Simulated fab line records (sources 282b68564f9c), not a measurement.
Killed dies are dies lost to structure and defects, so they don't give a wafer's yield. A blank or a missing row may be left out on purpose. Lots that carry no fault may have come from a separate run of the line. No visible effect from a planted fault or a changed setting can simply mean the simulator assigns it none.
The tool behind it: which one? -- flow rit-cmos -- 7 lots with 21 wafers sampled at 2 steps, on a route of 202 steps

## WHAT THE GAUGES READ, wafer by wafer
RIT_WELLDRIVE_RS_MEAS_02: uses a four-point probe to measure.
lot,measured,on,PWELL_RS (ohm/sq)
L385,day 2 12:08,film-metro-01,428.1 427.4 429.1
L387,day 2 19:44,film-metro-01,429.2 427.9 428.9
L390,day 3 12:27,film-metro-02,427.2 427.8 427.6
L393,day 4 05:33,film-metro-04,430.5 430.6 431.1
L396,day 4 17:58,film-metro-01,429.7 428.4 427.9
L398,day 5 04:16,film-metro-04,461.7 459.8 461.0
L401,day 5 19:22,film-metro-04,462.6 461.9 462.0

## TOOL THAT RAN EACH LOT (tool first, then ch and the chambers of the sampled wafers, then the start)
lot,RIT_PWELL_IMPLANT_08
L385,"implanter-03 ch 0, day 2 06:32"
L387,"implanter-01 ch 0, day 2 14:08"
L390,"implanter-01 ch 0, day 3 05:42"
L393,"implanter-03 ch 0, day 3 22:56"
L396,"implanter-04 ch 0, day 4 12:22"
L398,"implanter-03 ch 0, day 4 22:06"
L401,"implanter-03 ch 0, day 5 12:41"
- RIT_PWELL_IMPLANT_08

## THE ANSWER, worked out from the rows above alone
Rule: usual is defined by the lots themselves. Put in order of their means at a reading, lots are off if they are a third of the lots or fewer, leave a main group of 4 or more, and stand apart from it by a gap of 3 or more times the standard deviation of the main group's means; of several such gaps the widest counts. Not used: any main group whose means are identical at the precision the tables above print for the reading. A lot without any number at a reading at which 4 lots or more have one is off too. Any other lot the step has rows for is counted as sound.
Off: L398, L401, seen at RIT_WELLDRIVE_RS_MEAS_02 (PWELL_RS). The main group: mean 428.8 ohm/sq, standard deviation 1.1.
If a tool, at a process step before that reading, ran all the lots that are off and no sound lot after the first of them, it fits. The gauges at RIT_WELLDRIVE_RS_MEAS_02 are tried like those tools. Undecided on this evidence; 2 tools fit (implanter-03 at RIT_PWELL_IMPLANT_08, film-metro-04 at RIT_WELLDRIVE_RS_MEAS_02).

## WHAT THE SIMULATOR PUT IN
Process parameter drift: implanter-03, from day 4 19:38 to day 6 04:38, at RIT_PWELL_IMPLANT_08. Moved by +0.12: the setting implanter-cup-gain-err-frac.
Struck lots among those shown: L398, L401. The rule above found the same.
